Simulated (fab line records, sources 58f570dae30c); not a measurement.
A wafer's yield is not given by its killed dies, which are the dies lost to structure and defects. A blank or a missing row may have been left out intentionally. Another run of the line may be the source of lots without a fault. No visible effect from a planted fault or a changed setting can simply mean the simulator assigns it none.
Matching of chambers | flow berkeleyCmos170 | 4 sister chambers for UCB170_V2_ETCH_14 on rieDiel-03
The step etches SiO2 in CHF3/CF4/Ar, stops on Al, target depth 1250 nm, time 291 s. 8 wafers are shown with their chamber, then 7 later ones without.

## WAFERS PAIRED WITH THEIR CHAMBERS
wafer  | chamber | drypumpMotorCurrentA (A) | throttleValvePct (%)
L119.2 | 3       | 6.0                      | 6.87
L119.5 | 2       | 5.6                      | 6.78
L119.6 | 3       | 6.0                      | 6.86
L116.1 | 0       | 5.3                      | 6.89
L116.4 | 1       | 5.1                      | 6.97
L116.5 | 0       | 5.3                      | 6.88
L124.2 | 1       | 5.1                      | 6.97
L124.3 | 2       | 5.5                      | 6.77

## WAFERS WITHOUT THEIR CHAMBER
wafer  | drypumpMotorCurrentA (A) | throttleValvePct (%)
L124.4 | 6.0                      | 6.88
L128.1 | 5.5                      | 6.75
L128.3 | 5.1                      | 6.98
L128.5 | 5.6                      | 6.78
L133.1 | 5.1                      | 6.99
L133.3 | 5.6                      | 6.77
L133.6 | 5.1                      | 6.97

## CHAMBER TAKEN BY EACH
wafer  | from the rows above | in truth
L124.4 | 3                   | 3
L128.1 | 2                   | 2
L128.3 | 1                   | 1
L128.5 | 2                   | 2
L133.1 | 1                   | 1
L133.3 | 2                   | 2
L133.6 | 1                   | 1
Correctly placed: 7 of 7. Can't be placed from these rows: 0. Wrongly placed: 0.
How it was worked out, from the rows above alone: a wafer's distance from a chamber is the root of the sum, over the readings, of the square of ((its reading less the chamber's mean) divided by the reading's scatter). The wafer belongs to the nearest chamber; if the next one is less than 2 further off, it can't be placed. Each chamber's mean is taken over the wafers shown for it. The scatter: take each reading less its chamber's mean, square it, sum over the shown wafers, divide by the number of wafers less the number of chambers, and take the root.
